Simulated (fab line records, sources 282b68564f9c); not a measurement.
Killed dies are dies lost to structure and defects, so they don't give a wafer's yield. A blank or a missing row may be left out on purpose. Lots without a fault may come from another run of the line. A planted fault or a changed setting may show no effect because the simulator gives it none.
Which tool did it? | flow rit_cmos | 6 lots, 18 wafers sampled, at 2 steps of a route of 202

WHAT THE GAUGES READ, wafer by wafer
RIT_M1_RS_MEAS_01: measures by four-point-probe.
lot  | measured    | on            | M1_AL_RS (ohm/sq)
L132 | day 3 16:40 | film_metro-02 | 0.0740 0.0723 0.0723
L134 | day 4 04:05 | film_metro-01 | 0.0741 0.0727 0.0732
L136 | day 4 11:17 | film_metro-02 | 0.0724 0.0729 0.0725
L140 | day 5 07:46 | film_metro-03 | 0.0740 0.0443 0.0756
L147 | day 6 20:36 | film_metro-02 | 0.0746 0.0746 0.0746
L151 | day 7 18:02 | film_metro-02 | 0.0755 0.0746 0.0740

WHICH TOOL RAN EACH LOT (tool, then ch and the chambers of the sampled wafers, then the start)
lot  | RIT_M1_SPUTTER_00
L132 | pvd_sputter-03, day 3 16:22
L134 | pvd_sputter-03, day 4 03:47
L136 | pvd_sputter-03, day 4 10:59
L140 | pvd_sputter-03, day 5 07:29
L147 | pvd_sputter-01, day 6 20:17
L151 | pvd_sputter-01, day 7 17:44
- RIT_M1_SPUTTER_00: material Al, target thk 400 nm, time 500 s.

THE ANSWER, worked out from the rows above alone
Rule: what is usual is taken from the lots themselves. Put in order of their means at a reading, lots are off if they are a third of the lots or fewer, leave a main group of 4 or more, and stand apart from it by a gap of 3 or more times the standard deviation of the main group's means; of several such gaps the widest counts. A main group whose means are all the same, to the digits that the tables above print for the reading, isn't used. A lot without any number at a reading at which 4 lots or more have one is off too. The other lots that the step has rows for count as sound.
Off: L140, at RIT_M1_RS_MEAS_01 (M1_AL_RS). The main group: mean 0.0736 ohm/sq, standard deviation 0.00087.
A tool fits if, at a process step before that reading, it ran every lot that is off, and no sound lot after the first of them. The gauges at RIT_M1_RS_MEAS_01 are tried like those tools. Can't be told from this: 2 tools fit, pvd_sputter-03 at RIT_M1_SPUTTER_00, film_metro-03 at RIT_M1_RS_MEAS_01.

WHAT THE SIMULATOR HAD PUT IN
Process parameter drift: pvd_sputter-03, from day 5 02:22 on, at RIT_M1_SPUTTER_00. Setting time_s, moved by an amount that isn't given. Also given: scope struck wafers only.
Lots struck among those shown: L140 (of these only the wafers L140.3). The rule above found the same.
